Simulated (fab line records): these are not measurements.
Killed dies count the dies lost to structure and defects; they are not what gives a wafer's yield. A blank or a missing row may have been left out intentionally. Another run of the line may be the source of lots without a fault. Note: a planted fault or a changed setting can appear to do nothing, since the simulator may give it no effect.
Struck lot and sound lot, side by side + flow berkeley_cmos170 + 15 steps out of a route of 331
Sound: these wafers, L209.1, L209.5, L209.6. Struck: wafer L223.3 (L223.1, L223.2, from the same lot, were not struck and are left out); the cause is given at the end.
For every step that has rows: the tool of each side, followed by ch and its chambers, followed by its first start. Under that, the readings that differ: sound wafers + struck wafers + difference of the means + sigmas: that difference in standard deviations of wafers without a fault.
alike: readings whose means differ by less than 2 such deviations, and words and numbers that are the same on both sides. not compared: withheld readings, readings that some wafer has no value for, bounds like >300 that may hide the same value, and numbers for which the record gives no deviation and whose values overlap.
A row with sigmas, a row that says differs or no value, or rows on one side alone: a step with any of these is where the two part. Non-overlapping numbers with no deviation appear without sigmas and do not part them. A reading that every wafer of one side lacks parts them only if that side has two wafers or more.

first, 1 step without rows for these wafers: UCB170_CONTACT_SOFTBAKE_05 (time 60 s).
UCB170_CONTACT_STRIP_06: strips in O2.
  sound on plasma_asher-03 ch 0,1, day 8 18:25; struck on plasma_asher-03 ch 0, day 11 12:44
| reading                      | sound             | struck | difference | sigmas |
|------------------------------|-------------------|--------|------------|--------|
| oes_product_au (a.u.)        | 0.735 0.728 0.731 | 0.743  | +0.012     | +2     |
| strip_time_to_endpoint_s (s) | 21.98 22.12 21.98 | 22.20  | +0.17      | +3     |
  alike: chamber_pressure_mTorr, drypump_motor_current_A, o2_flow_sccm
  not compared: rf_hours_counter_h
then, 1 step without rows for these wafers: UCB170_CONTACT_CLEAN_07 (cleans in SPM, time 600 s).
UCB170_CONTACT_RTA_08: time 10 s.
  sound on rtp_anneal-01 ch 0, day 8 18:41; struck on rtp_anneal-01 ch 0, day 11 13:07
  alike: lamp_power_pct, wafer_temp_C_max
then, 6 steps without rows for these wafers: UCB170_CONTACT_COAT_09; UCB170_CONTACT_COAT_10 (resist thk 900 nm); UCB170_CONTACT_SOFTBAKE_11 (time 60 s); UCB170_CONTACT_EXPOSE_12 (exposes mask CONT, target cd 700 nm); UCB170_CONTACT_PEB_13; UCB170_CONTACT_DEVELOP_14 (develop time 45 s).
UCB170_CONTACT_CD_MEAS_15 targets a cd of 700 nm.
  sound: cd_sem-02 at day 8 21:12; struck: cd_sem-01 at day 11 15:01
| reading    | sound             | struck | difference | sigmas |
|------------|-------------------|--------|------------|--------|
| cd_nm (nm) | 703.5 703.3 702.8 | 698.4  | -4.8       | -3     |
UCB170_CONTACT_OVL_MEAS_16:
  sound: overlay-02 at day 8 21:19; struck: overlay-01 at day 11 15:08
  alike: CONTACT_OVL
UCB170_CONTACT_ETCH_17: etches BARC in N2/H2.
  sound on rie_diel-02 ch 0,3, day 8 21:21; struck on rie_diel-04 ch 2, day 11 15:10
| reading               | sound             | struck | difference | sigmas |
|-----------------------|-------------------|--------|------------|--------|
| oes_product_au (a.u.) | 0.993 1.015 0.994 | 0.763  | -0.238     | -11    |
  alike: chamber_pressure_mTorr, drypump_motor_current_A, throttle_valve_pct
UCB170_CONTACT_ETCH_18: etches PSG in CHF3/CF4/Ar, stops on TiSi2, target depth 840 nm, time 195 s.
  sound: rie_diel-02 ch 0,3; struck: rie_diel-04 ch 2
  alike: chamber_pressure_mTorr, drypump_motor_current_A, oes_product_au, throttle_valve_pct
  not compared: rf_hours_counter_h
UCB170_M3_PROBE_99:
  sound wafers here have rows in the record (prober-02, day 9 16:46); struck ones have none

== WHERE THEY PART ==
First at UCB170_CONTACT_STRIP_06; last, within this record, at UCB170_M3_PROBE_99.

WHY: what had been put in by the simulator
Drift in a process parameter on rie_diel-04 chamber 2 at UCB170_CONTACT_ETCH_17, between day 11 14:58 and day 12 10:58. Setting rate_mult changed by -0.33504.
